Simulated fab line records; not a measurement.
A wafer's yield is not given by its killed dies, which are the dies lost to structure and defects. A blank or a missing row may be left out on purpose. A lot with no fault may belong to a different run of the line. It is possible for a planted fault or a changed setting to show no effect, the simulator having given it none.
One fault through the eyes of 2 desks | flow berkeley_cmos170 | each desk has only its own numbers; what lay behind them comes last

== FOR THE TOOL OWNER'S DESK: implanter-04 ==
UCB170_PVT_IMPLANT_07, tool's own readings: per-lot mean of the sampled wafers with a number, covering each lot this tool ran. A lot is out of limits, marked OUT, if its mean lies more than 4 standard deviations from the usual mean; the brackets give that distance.
Columns: A = beam_on_s at UCB170_PVT_IMPLANT_07, usual 10.01 s; B = faraday_current_uA at UCB170_PVT_IMPLANT_07, usual 6.34
lot  | first seen here | A              | B
L612 | day 5 23:20     | 10.02          | 6.33
L615 | day 6 21:53     | 9.96           | 6.38
L617 | day 7 04:59     | 10.06          | 6.30
L618 | day 7 13:31     | 10.16          | 6.26
L624 | day 9 04:35     | 7.78 (-12) OUT | 8.16 (+15) OUT
L628 | day 9 18:26     | 7.68 (-12) OUT | 8.30 (+16) OUT
This desk's finding: out of limits on L624, L628; first on L624, day 9 04:35 (beam_on_s at UCB170_PVT_IMPLANT_07). L612, L615, L617, L618 stayed within limits.

== AT THE METROLOGY DESK ==
Means of the sampled wafers that have a number, per lot and without regard to the tool the lot ran on: this is what the gauges read. A lot is out of limits, marked OUT, if its mean lies more than 4 standard deviations from the usual mean; the brackets give that distance.
Columns: A = cd_nm at UCB170_ACTIVE_CD_MEAS_90, usual 1200.0 nm; B = PVT_TW at UCB170_PVT_TW_MEAS_09, usual 506; C = cd_nm at UCB170_PLDD_CD_MEAS_06, usual 1199.9 nm
lot  | first seen here | A      | B             | C
L612 | day 4 08:50     | 1199.7 | 512           | 1201.0
L614 | day 5 05:00     | 1198.2 | 502           | 1198.5
L613 | day 5 05:22     | 1199.7 | 505           | 1198.1
L615 | day 5 09:08     | 1200.6 | 508           | 1200.4
L617 | day 5 16:57     | 1199.7 | 499           | 1202.1
L618 | day 6 00:56     | 1202.2 | 502           | 1200.1
L619 | day 6 01:18     | 1198.5 | 508           | 1197.4
L620 | day 6 10:59     | 1201.9 | 505           | 1198.2
L621 | day 6 11:16     | 1198.3 | 507           | 1201.2
L623 | day 7 08:01     | 1199.5 | 505           | 1198.4
L624 | day 7 08:38     | 1198.7 | 466 (-12) OUT | 1199.0
L628 | day 7 18:17     | 1201.3 | 468 (-11) OUT | 1201.6
L635 | day 9 20:06     | 1199.9 | 506           | 1201.0
L634 | day 9 20:17     | 1200.8 | 505           | 1200.9
This desk reports L624, L628 out of limits; the earliest was L624 at day 9 04:49 (PVT_TW at UCB170_PVT_TW_MEAS_09). L612, L614, L613, L615, L617, L618, L619, L620, L621, L623, L635, L634 stayed within limits.

== ALL TOGETHER ==
At day 9 04:35, on L624, L628, the tool owner's desk was in a position to raise an alarm.
L624, L628 would have let the metrology desk raise an alarm at day 9 04:49.
Of the lots named, all ran UCB170_PVT_IMPLANT_07 on implanter-04.

== WHAT THE SIMULATOR HAD INSERTED ==
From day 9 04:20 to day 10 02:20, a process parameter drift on implanter-04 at UCB170_PVT_IMPLANT_07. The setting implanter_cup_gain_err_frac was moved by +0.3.
Shown lots that were struck: L624, L628.
Fault start to first reading out of limits, in hours, per desk: tool owner, 0; metrology, 0.
